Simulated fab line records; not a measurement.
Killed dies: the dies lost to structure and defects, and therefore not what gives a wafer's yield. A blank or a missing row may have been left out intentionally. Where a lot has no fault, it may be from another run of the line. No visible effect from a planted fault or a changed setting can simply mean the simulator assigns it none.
A struck lot beside a sound one | flow berkeley_cmos170 | 8 steps out of a route of 331
Sound: these wafers, L914.1, L914.3, L914.6. The struck wafers were L916.1, L916.4, L916.6. Last of all comes the cause.
Each step with rows lists, per side, the tool, then ch with its chambers, then its first start. Under that, the readings that differ: sound wafers | struck wafers | difference of the means | sigmas: that difference in standard deviations of wafers without a fault.
alike: readings whose means differ by less than 2 such deviations, and words and numbers that are the same on both sides. not compared: withheld readings, readings that some wafer has no value for, bounds like >300 that may hide the same value, and numbers for which the record gives no deviation and whose values overlap.
A row with sigmas, a row that says differs or no value, or rows on one side alone: a step with any of these is where the two part. Numbers that don't overlap but have no deviation are shown without sigmas and don't part them. A reading that every wafer of one side lacks parts them only if that side has two wafers or more.

UCB170_START_BOW_MEAS_00:
  struck on film_metro-01, day 6 00:00; sound on film_metro-01, day 5 14:00
  alike: INCOMING_BOW
then, 2 steps without rows for these wafers: UCB170_START_CLEAN_01 (cleans in dHF, time 60 s); UCB170_START_OXIDATION_02 (target thk 20 nm, ox time 1800 s).
UCB170_START_THK_MEAS_03:
  struck on film_metro-02, day 6 04:00; sound on film_metro-02, day 5 18:24
  alike: START_OXIDE_THK
then, 1 step without rows for these wafers: UCB170_START_ANNEAL_04 (time 1200 s).
UCB170_ZERO_HMDS_00: prime time 60 s.
  sound on litho_track-03 ch 0, day 5 21:23; struck on litho_track-01 ch 0, day 6 11:29
  reading          | sound                | struck            | difference | sigmas
  prime_temp_c (C) | 100.08 100.27 100.00 | 97.65 97.72 97.65 | -2.44      | -20
  alike: resist_line_temp_C
then, 1 step without rows for these wafers: UCB170_ZERO_COAT_01 (resist thk 900 nm).
UCB170_M3_PROBE_99:
  the record holds rows for the sound wafers here (prober-01, day 14 20:40) but none for the struck ones

## WHERE THEY PART
First at UCB170_ZERO_HMDS_00; last, within this record, at UCB170_M3_PROBE_99.

WHY: what the simulator had put in
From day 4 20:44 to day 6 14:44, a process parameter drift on litho_track-01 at UCB170_ZERO_HMDS_00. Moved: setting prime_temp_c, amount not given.
